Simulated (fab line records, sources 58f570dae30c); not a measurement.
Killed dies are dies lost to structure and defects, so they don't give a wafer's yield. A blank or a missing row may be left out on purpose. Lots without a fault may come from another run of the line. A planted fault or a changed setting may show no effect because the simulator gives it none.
Which tool did it? | flow berkeley_cmos170 | 14 lots, 42 wafers sampled, at 6 steps of a route of 331

WHAT THE GAUGES READ, wafer by wafer
UCB170_GATE_THK_MEAS_05.
lot  | measured     | on            | GATE_POLY_THK (nm)
L695 | day 5 18:27  | film_metro-02 | 214.9 212.9 216.8
L694 | day 5 18:28  | film_metro-01 | 212.1 214.0 211.1
L696 | day 6 04:38  | film_metro-03 | 213.7 212.7 213.0
L704 | day 7 21:08  | film_metro-01 | 212.7 212.3 213.1
L705 | day 8 11:25  | film_metro-03 | 217.3 216.9 217.5
L707 | day 8 23:02  | film_metro-01 | 212.1 212.5 212.4
L708 | day 9 04:22  | film_metro-03 | 217.7 218.3 217.6
L709 | day 9 04:23  | film_metro-01 | 211.3 212.5 211.4
L713 | day 9 21:08  | film_metro-01 | 214.2 213.8 216.5
L714 | day 9 21:08  | film_metro-03 | 214.9 214.3 213.8
L712 | day 9 21:09  | film_metro-02 | 210.0 211.5 210.3
L715 | day 10 12:25 | film_metro-01 | 212.1 213.1 213.6
L716 | day 10 12:25 | film_metro-02 | 213.6 213.3 213.9
L717 | day 10 18:32 | film_metro-02 | 210.6 211.9 211.0

UCB170_NSD_OVL_MEAS_07.
lot  | measured     | on         | NSD_OVL (nm)
L695 | day 6 10:50  | overlay-01 | -1 4 3
L694 | day 6 10:58  | overlay-02 | 8 5 -2
L696 | day 6 16:53  | overlay-02 | -3 -9 -7
L704 | day 8 09:16  | overlay-01 | 6 7 3
L705 | day 9 02:05  | overlay-02 | -2 -5 1
L707 | day 9 12:46  | overlay-01 | 12 10 10
L708 | day 9 20:16  | overlay-02 | -3 -5 -7
L709 | day 9 20:17  | overlay-01 | -6 -4 -3
L713 | day 10 14:37 | overlay-01 | 2 5 -2
L714 | day 10 14:58 | overlay-02 | -2 -2 1
L712 | day 10 14:45 | overlay-02 | 0 4 -5
L715 | day 11 04:02 | overlay-01 | 4 -3 2
L716 | day 11 04:08 | overlay-01 | -2 1 4
L717 | day 11 07:49 | overlay-01 | -8 2 1

UCB170_SDANNEAL_RS_MEAS_03: measures by four-point-probe.
lot  | measured     | on            | NSD_RS (ohm/sq)
L695 | day 6 12:35  | film_metro-02 | 37.36 37.32 37.33
L694 | day 6 12:37  | film_metro-03 | 37.44 37.30 37.39
L696 | day 6 18:52  | film_metro-04 | 37.25 37.30 37.31
L704 | day 8 13:18  | film_metro-03 | 32.65 32.72 32.77
L705 | day 9 03:43  | film_metro-04 | 32.59 32.53 32.70
L707 | day 9 14:17  | film_metro-03 | 37.10 37.14 37.13
L708 | day 9 23:32  | film_metro-02 | 37.22 37.25 37.19
L709 | day 9 23:35  | film_metro-04 | 37.18 37.24 37.22
L713 | day 10 16:58 | film_metro-04 | 37.36 37.34 37.34
L714 | day 10 17:06 | film_metro-03 | 37.23 37.22 37.19
L712 | day 10 16:47 | film_metro-02 | 37.32 37.36 37.47
L715 | day 11 05:35 | film_metro-03 | 37.22 37.27 37.29
L716 | day 11 05:47 | film_metro-02 | 37.22 37.30 37.31
L717 | day 11 09:37 | film_metro-03 | 37.24 37.22 37.23

WHICH TOOL RAN EACH LOT (tool, then ch and the chambers of the sampled wafers, then the start)
lot  | UCB170_GATE_ETCH_15              | UCB170_NSD_IMPLANT_08           | UCB170_NSD_STRIP_09
L695 | rie_si-02 ch 0,1, day 5 20:13    | implanter-01 ch 0, day 6 10:52  | plasma_asher-02 ch 0,1, day 6 11:01
L694 | rie_si-01 ch 0,1,2, day 5 20:05  | implanter-02 ch 0, day 6 11:02  | plasma_asher-01 ch 0,1, day 6 11:10
L696 | rie_si-01 ch 0,1, day 6 06:29    | implanter-02 ch 0, day 6 16:56  | plasma_asher-02 ch 0,1, day 6 17:04
L704 | rie_si-02 ch 0,1,2, day 7 22:33  | implanter-01 ch 0, day 8 09:19  | plasma_asher-03 ch 0,1, day 8 09:28
L705 | rie_si-02 ch 0,1, day 8 12:43    | implanter-01 ch 0, day 9 02:09  | plasma_asher-03 ch 0,1, day 9 02:16
L707 | rie_si-02 ch 1,2,3, day 9 00:29  | implanter-02 ch 0, day 9 12:47  | plasma_asher-03 ch 0,1, day 9 12:56
L708 | rie_si-01 ch 1,2, day 9 05:43    | implanter-02 ch 0, day 9 20:19  | plasma_asher-03 ch 0,1, day 9 20:28
L709 | rie_si-02 ch 1,2,3, day 9 06:02  | implanter-03 ch 0, day 9 20:22  | plasma_asher-01 ch 0,1, day 9 20:29
L713 | rie_si-02 ch 1,2,3, day 9 22:19  | implanter-03 ch 0, day 10 14:39 | plasma_asher-03 ch 0,1, day 10 14:48
L714 | rie_si-02 ch 0,3, day 9 22:48    | implanter-03 ch 0, day 10 15:01 | plasma_asher-03 ch 0,1, day 10 15:10
L712 | rie_si-01 ch 0,2,3, day 9 22:34  | implanter-02 ch 0, day 10 14:49 | plasma_asher-01 ch 0,1, day 10 14:57
L715 | rie_si-02 ch 0,1,3, day 10 14:33 | implanter-02 ch 0, day 11 04:05 | plasma_asher-03 ch 0,1, day 11 04:14
L716 | rie_si-01 ch 0,2,3, day 10 14:25 | implanter-02 ch 0, day 11 04:15 | plasma_asher-01 ch 0,1, day 11 04:23
L717 | rie_si-01 ch 2,3, day 10 19:37   | implanter-02 ch 0, day 11 07:52 | plasma_asher-03 ch 0,1, day 11 08:00
- UCB170_GATE_ETCH_15: etches poly-Si in HBr/Cl2, stops on SiO2, time 56.3 s, target depth 278.2 nm.
- UCB170_NSD_IMPLANT_08
- UCB170_NSD_STRIP_09: strips in O2.

WHAT THE TOOLS THEMSELVES READ (means of the sampled wafers that have a number; where no wafer has one, the mark that the record gives instead)
UCB170_GATE_ETCH_15.
lot  | tool      | drypump_motor_current_A (A) | oes_product_au (a.u.) | throttle_valve_pct (%)
L695 | rie_si-02 | 5.8                         | 0.852                 | 26.20
L694 | rie_si-01 | 6.4                         | 0.830                 | 26.53
L696 | rie_si-01 | 6.4                         | 0.836                 | 26.69
L704 | rie_si-02 | 5.9                         | 0.838                 | 26.32
L705 | rie_si-02 | 6.2                         | 0.851                 | 26.17
L707 | rie_si-02 | 5.9                         | 0.816                 | 26.37
L708 | rie_si-01 | 6.3                         | 0.852                 | 26.55
L709 | rie_si-02 | 5.9                         | 0.817                 | 26.38
L713 | rie_si-02 | 5.9                         | 0.824                 | 26.38
L714 | rie_si-02 | 5.4                         | 0.825                 | 26.37
L712 | rie_si-01 | 6.2                         | 0.829                 | 26.46
L715 | rie_si-02 | 5.8                         | 0.824                 | 26.27
L716 | rie_si-01 | 6.2                         | 0.833                 | 26.46
L717 | rie_si-01 | 6.0                         | 0.836                 | 26.39

UCB170_NSD_IMPLANT_08.
lot  | tool         | dose_ions_cm2 | end_station_pressure_torr (Torr) | faraday_current_uA
L695 | implanter-01 | 3.0016e+15    | 1.19e-05                         | 9312
L694 | implanter-02 | 3.0012e+15    | 1.23e-05                         | 9140
L696 | implanter-02 | 2.9976e+15    | 1.26e-05                         | 9186
L704 | implanter-01 | 4.2727e+15    | 1.60e-05                         | 13132
L705 | implanter-01 | 4.2716e+15    | 1.55e-05                         | 13214
L707 | implanter-02 | 2.9980e+15    | 1.26e-05                         | 9295
L708 | implanter-02 | 3.0032e+15    | 1.27e-05                         | 9298
L709 | implanter-03 | 3.0005e+15    | 1.28e-05                         | 8893
L713 | implanter-03 | 2.9991e+15    | 1.30e-05                         | 9089
L714 | implanter-03 | 3.0007e+15    | 1.23e-05                         | 9422
L712 | implanter-02 | 3.0013e+15    | 1.25e-05                         | 9244
L715 | implanter-02 | 3.0016e+15    | 1.25e-05                         | 9147
L716 | implanter-02 | 3.0023e+15    | 1.25e-05                         | 9238
L717 | implanter-02 | 2.9994e+15    | 1.23e-05                         | 9219

UCB170_NSD_STRIP_09.
lot  | tool            | drypump_motor_current_A (A) | oes_product_au (a.u.) | strip_time_to_endpoint_s (s)
L695 | plasma_asher-02 | 5.7                         | 0.525                 | 35.78
L694 | plasma_asher-01 | 5.7                         | 0.526                 | 35.79
L696 | plasma_asher-02 | 5.7                         | 0.528                 | 35.85
L704 | plasma_asher-03 | 6.0                         | 0.502                 | 39.34
L705 | plasma_asher-03 | 5.9                         | 0.502                 | 39.33
L707 | plasma_asher-03 | 5.7                         | 0.521                 | 35.75
L708 | plasma_asher-03 | 5.7                         | 0.520                 | 35.78
L709 | plasma_asher-01 | 6.1                         | 0.524                 | 35.82
L713 | plasma_asher-03 | 5.9                         | 0.525                 | 35.80
L714 | plasma_asher-03 | 5.7                         | 0.528                 | 35.91
L712 | plasma_asher-01 | 6.1                         | 0.522                 | 35.81
L715 | plasma_asher-03 | 5.7                         | 0.527                 | 35.73
L716 | plasma_asher-01 | 6.1                         | 0.527                 | 36.02
L717 | plasma_asher-03 | 5.7                         | 0.528                 | 35.93

THE ANSWER, worked out from the rows above alone
Rule: what is usual is taken from the lots themselves. Put in order of their means at a reading, lots are off if they are a third of the lots or fewer, leave a main group of 4 or more, and stand apart from it by a gap of 3 or more times the standard deviation of the main group's means; of several such gaps the widest counts. A main group whose means are all the same, to the digits that the tables above print for the reading, isn't used. A lot without any number at a reading at which 4 lots or more have one is off too. The other lots that the step has rows for count as sound. The gauges are gone through in route order, then the tools' own readings, and for those a lot's mean is taken as printed above. The first step at which some lot is off is used, and at that step the reading that is off furthest; a lot without a number counts as furthest.
Off: L704, L705, at UCB170_SDANNEAL_RS_MEAS_03 (NSD_RS). The main group: mean 37.27 ohm/sq, standard deviation 0.075.
A tool fits if, at a process step before that reading, it ran every lot that is off, and no sound lot after the first of them. The gauges at UCB170_SDANNEAL_RS_MEAS_03 aren't tried: what is off there is off at UCB170_NSD_IMPLANT_08 too, on other tools, and a gauge's error can't cause that. One fits: implanter-01 at UCB170_NSD_IMPLANT_08. Its last sound lot is L695 (day 6 10:52), its first lot that is off L704 (day 8 09:19): a fault that began between those two fits.
The tool's own readings at UCB170_NSD_IMPLANT_08 bear it out: on the lots that are off they differ by more than 5 times the standard deviation of the sound lots' means. dose_ions_cm2 reads 4.2722e+15 there against 3.0005e+15 on the sound lots; end_station_pressure_torr reads 1.57e-05 Torr there against 1.25e-05 Torr on the sound lots; faraday_current_uA reads 13173 there against 9207 on the sound lots.

WHAT THE SIMULATOR HAD PUT IN
Process parameter drift: implanter-01, from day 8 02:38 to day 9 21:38, at UCB170_NSD_IMPLANT_08. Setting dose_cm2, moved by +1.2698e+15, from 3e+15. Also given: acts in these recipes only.
Lots struck among those shown: L704, L705. The rule above found the same.
